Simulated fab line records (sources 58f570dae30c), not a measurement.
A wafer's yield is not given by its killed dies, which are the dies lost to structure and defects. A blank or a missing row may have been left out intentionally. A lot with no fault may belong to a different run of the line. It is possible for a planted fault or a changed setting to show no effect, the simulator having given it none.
Which tool did it? :: flow berkeleyCmos170 :: route of 331 steps, sampled at 1 step: 15 lots, 45 wafers

== WHAT EACH GAUGE READ, for each wafer ==
No reading from a measuring or inspecting step in the record can be judged against a usual standard deviation.

== WHAT TOOL EACH LOT RAN ON (gives the tool, then ch and the chambers of the sampled wafers, and finally the start) ==
lot: L643
UCB170_M1_EXPOSE_06: krfScanner-01 ch 0, day 6 09:50

lot: L644
UCB170_M1_EXPOSE_06: krfScanner-02 ch 0, day 6 22:52

lot: L646
UCB170_M1_EXPOSE_06: krfScanner-01 ch 0, day 7 11:39

lot: L648
UCB170_M1_EXPOSE_06: krfScanner-02 ch 0, day 7 12:05

lot: L649
UCB170_M1_EXPOSE_06: krfScanner-01 ch 0, day 7 12:20

lot: L647
UCB170_M1_EXPOSE_06: krfScanner-02 ch 0, day 7 13:02

lot: L652
UCB170_M1_EXPOSE_06: krfScanner-02 ch 0, day 8 22:38

lot: L654
UCB170_M1_EXPOSE_06: krfScanner-01, day 9 04:31

lot: L653
UCB170_M1_EXPOSE_06: krfScanner-01, day 9 06:21

lot: L656
UCB170_M1_EXPOSE_06: krfScanner-01 ch 0, day 9 06:31

lot: L655
UCB170_M1_EXPOSE_06: krfScanner-02, day 9 08:07

lot: L657
UCB170_M1_EXPOSE_06: krfScanner-02 ch 0, day 10 02:27

lot: L660
UCB170_M1_EXPOSE_06: krfScanner-02 ch 0, day 10 11:40

lot: L663
UCB170_M1_EXPOSE_06: krfScanner-01 ch 0, day 11 09:54

lot: L666
UCB170_M1_EXPOSE_06: krfScanner-02 ch 0, day 11 17:34
- UCB170_M1_EXPOSE_06: exposes mask METAL1, target cd 700 nm.

== AS READ BY THE TOOLS THEMSELVES (means over the sampled wafers that have a number; for cases with no such wafer, the mark the record gives instead) ==
UCB170_M1_EXPOSE_06. Usual: exposureDoseMJCm2 21.001, standard deviation 0.021; focusOffsetNm 0.0 nm, standard deviation 0.54.
lot: L643
tool: krfScanner-01
exposureDoseMJCm2: 21.004
focusOffsetNm (nm): 0.3
flag: 

lot: L644
tool: krfScanner-02
exposureDoseMJCm2: 21.005
focusOffsetNm (nm): -0.3
flag: 

lot: L646
tool: krfScanner-01
exposureDoseMJCm2: 21.013
focusOffsetNm (nm): -0.1
flag: 

lot: L648
tool: krfScanner-02
exposureDoseMJCm2: 20.969
focusOffsetNm (nm): -0.4
flag: 

lot: L649
tool: krfScanner-01
exposureDoseMJCm2: 21.022
focusOffsetNm (nm): 0.6
flag: 

lot: L647
tool: krfScanner-02
exposureDoseMJCm2: 21.005
focusOffsetNm (nm): -0.4
flag: 

lot: L652
tool: krfScanner-02
exposureDoseMJCm2: 21.004
focusOffsetNm (nm): 0.7
flag: 

lot: L654
tool: krfScanner-01
exposureDoseMJCm2: -
focusOffsetNm (nm): -
flag: OFF

lot: L653
tool: krfScanner-01
exposureDoseMJCm2: -
focusOffsetNm (nm): -
flag: OFF

lot: L656
tool: krfScanner-01
exposureDoseMJCm2: 21.007
focusOffsetNm (nm): -0.2
flag: 

lot: L655
tool: krfScanner-02
exposureDoseMJCm2: -
focusOffsetNm (nm): -
flag: OFF

lot: L657
tool: krfScanner-02
exposureDoseMJCm2: 21.016
focusOffsetNm (nm): 0.4
flag: 

lot: L660
tool: krfScanner-02
exposureDoseMJCm2: 21.002
focusOffsetNm (nm): 0.2
flag: 

lot: L663
tool: krfScanner-01
exposureDoseMJCm2: 20.990
focusOffsetNm (nm): -0.1
flag: 

lot: L666
tool: krfScanner-02
exposureDoseMJCm2: 20.980
focusOffsetNm (nm): -0.3
flag: 

== THE ANSWER, worked out from the rows above alone ==
Rule: lot off if the mean of its wafers having a number is beyond 3 standard deviations from the usual mean. A lot without any number at a reading at which 4 lots or more have one is off too. Any other lot the step has rows for is counted as sound. First the gauges in route order, then the tools' own readings, where a lot's mean is used as printed above. At the first step where some lot is off, the reading lying furthest off is the one used; lots without a number count as furthest.
Off: L654, L653, L655 (UCB170_M1_EXPOSE_06, exposureDoseMJCm2). Without a number there: L654, L653, L655.
A tool fits if, at that step or a process step before it, it ran every lot that is off, and no sound lot after the first of them. No candidate that was tried fits.

== WHAT WAS PUT IN BY THE SIMULATOR ==
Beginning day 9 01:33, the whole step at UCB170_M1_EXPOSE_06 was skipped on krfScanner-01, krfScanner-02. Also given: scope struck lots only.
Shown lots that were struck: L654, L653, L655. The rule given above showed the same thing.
